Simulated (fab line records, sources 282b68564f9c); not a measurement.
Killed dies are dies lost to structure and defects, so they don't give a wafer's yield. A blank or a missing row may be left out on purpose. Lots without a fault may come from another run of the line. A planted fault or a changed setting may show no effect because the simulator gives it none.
Problem report in the 8D (eight disciplines) form, filled by code | flow rit_cmos | the parts of the form that need people (team, actions taken, sign-off) are left out

1. THE PROBLEM
PLDD_TW at RIT_PLDD_TW_MEAS_10 reads a mean of 2644 on 6 wafers of 2 lots; wafers without a fault read 2350 with a standard deviation of 35. That is +8.4 standard deviations from the usual mean.
First seen on wafer L407.2, day 6 11:02, on film_metro-02. The record holds 42 wafers of 14 lots with a number at this step. Rule for "out", or "out of limits": more than 4 standard deviations from the usual mean. The other wafers with a number count as sound.

2. WHAT IT IS AND WHAT IT IS NOT
question                    | is                           | is not
which readings at this step | PLDD_TW                      | -
which lots                  | L407, L409                   | L390, L392, L393, L394, L395, L396, L397, L399, L401, L411, L412, L413
which wafers of those lots  | all that have a number       | -
read on which gauges        | film_metro-01, film_metro-02 | film_metro-04
when                        | from day 6 11:02             | up to then (27 sound wafers); but 9 sound wafers of L411, L412, L413 came after

3. SUSPECTS, AND WHAT RULES EACH OUT
Counting: a tool at a process step up to the reading stays a suspect if it ran every lot that is out and no sound lot after the first of them.
- the gauge at RIT_PLDD_TW_MEAS_10: ruled out. The wafers that are out were read on 2 gauges (film_metro-01, film_metro-02).
- implanter-04 at RIT_PLDD_IMPLANT_08: kept. It ran every lot that is out, first L407 (day 6 10:43), and no sound lot after that; its last sound lot up to then is L401 (day 5 03:10). Its own readings are out on those wafers: dose_ions_cm2, faraday_current_uA.
Left after counting: implanter-04 at RIT_PLDD_IMPLANT_08.

4. THE CAUSE (what the simulator had put in)
Process parameter drift: implanter-04, from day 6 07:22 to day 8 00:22, at RIT_PLDD_IMPLANT_08. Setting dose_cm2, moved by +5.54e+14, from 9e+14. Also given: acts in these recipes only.
Counting left only this tool.

5. THE CHAIN OF EFFECTS, in route order
Each row: a reading whose mean over the struck wafers that have a number lies more than 3 standard deviations from the usual. Only readings for which the record gives a usual standard deviation are gone through. hours: the time from each lot's start at the first step in this table that gives one to its start at this step, as a median over the lots. sigmas: the change in usual standard deviations.
hours | step                    | reading                   | usual        | on struck wafers | change     | sigmas
0     | RIT_PLDD_IMPLANT_08     | dose_ions_cm2             | 9.001e+14    | 1.454e+15        | +5.541e+14 | +99 or more
0     | RIT_PLDD_IMPLANT_08     | end_station_pressure_torr | 7.2e-06 Torr | 8.5e-06          | +1.3e-06   | +3.6
0     | RIT_PLDD_IMPLANT_08     | faraday_current_uA        | 2826         | 4478             | +1652      | +31
0     | RIT_PLDD_TW_MEAS_10     | PLDD_TW                   | 2350         | 2644             | +294       | +8.4
7     | RIT_SDANNEAL_RS_MEAS_06 | PLDD_RS                   | 178.7 ohm/sq | 157.3            | -21.3      | -40
The process steps in it:
- RIT_PLDD_IMPLANT_08

6. WHAT WOULD HAVE CAUGHT IT SOONER
In this record the first reading out of limits at a measuring or inspecting step was taken at day 6 11:02, 4 hours after the fault began at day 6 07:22.
The tool's own readings at RIT_PLDD_IMPLANT_08 were out on every struck wafer that the step has a row for (dose_ions_cm2, faraday_current_uA): an alarm limit on them would have fired on the first of those.
Of the lots that are out (2), L409 began RIT_PLDD_IMPLANT_08 on implanter-04 after day 6 11:02. A hold on the tool at that time would have spared it.
